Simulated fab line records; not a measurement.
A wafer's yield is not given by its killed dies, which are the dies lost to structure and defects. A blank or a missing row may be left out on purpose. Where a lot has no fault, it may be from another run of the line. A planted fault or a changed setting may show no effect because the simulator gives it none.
Problem report, 8D (eight disciplines) form, completed by code :: flow rit-cmos :: the parts of the form that need people (team, actions taken, sign-off) are left out

1. THE PROBLEM
Mean of spin-speed-rpm at RIT_ACTIVE_COAT_06: 3131.7 rpm across 6 wafers in 2 lots; on wafers with no fault it is 3249.9 rpm (standard deviation 2.1). That puts it -56 standard deviations away from the usual mean.
The step: resist thk 995 nm.
First seen on wafer L215.2, day 2 20:53, on litho-track-03. The record has a number at this step for 42 wafers belonging to 14 lots. Rule for "out", or "out of limits": more than 4 standard deviations from the usual mean. The other wafers with a number count as sound.

2. WHAT IT IS AND WHAT IT IS NOT
question: which readings at this step
is: spin-speed-rpm
is not: exhaust-pa, resist-line-temp-C

question: which lots
is: L215, L216
is not: L209, L210, L213, L214, L221, L222, L224, L225, L226, L227, L229, L232

question: which wafers of those lots
is: all that have a number
is not: -

question: read on which tools
is: litho-track-03
is not: litho-track-02, litho-track-04

question: when
is: from day 2 20:53
is not: up to then (12 sound wafers); but 24 sound wafers of L221, L222, L224, L225, L226, L227, L229, L232 came after

3. WHAT RULES OUT EACH SUSPECT
Counting: a tool at a process step up to the reading stays a suspect if it ran every lot that is out and no sound lot after the first of them.
- litho-track-03 at RIT_ACTIVE_COAT_06 (resist thk 995 nm): ruled out as a lasting fault. Following L215 (day 2 20:53), the first lot on it that is out, the sound lots L232 were run on it.
Left after counting: nothing in the record.

4. THE CAUSE (what the simulator had put in)
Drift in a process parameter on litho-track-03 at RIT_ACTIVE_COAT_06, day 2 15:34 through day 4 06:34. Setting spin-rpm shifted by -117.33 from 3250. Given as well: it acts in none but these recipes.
Counting ruled it out, wrongly.

5. THE EFFECT CHAIN, in route order
Each row: a reading where the mean over the struck wafers with a number is more than 3 standard deviations away from the usual. Only readings for which the record gives a usual standard deviation are gone through. hours: the time from each lot's start at the first step in this table that gives one to its start at this step, as a median over the lots. sigmas: the change in usual standard deviations.
hours: 0
step: RIT_ACTIVE_COAT_06
reading: spin-speed-rpm
usual: 3249.9 rpm
on struck wafers: 3131.7
change: -118.2
sigmas: -56
Process steps it contains:
- RIT_ACTIVE_COAT_06: resist thk 995 nm.
At these later measuring or inspecting steps, every struck wafer for which the step has a row has a number for every such reading, and none has moved that far: RIT_PWELL_OVL_MEAS_06, RIT_PRETRO_TW_MEAS_10, RIT_NSD_OVL_MEAS_06.

6. WHAT WOULD HAVE CAUGHT IT SOONER
In this record no reading fell out of limits until day 2 20:53, 5 hours after the fault had begun at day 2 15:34.
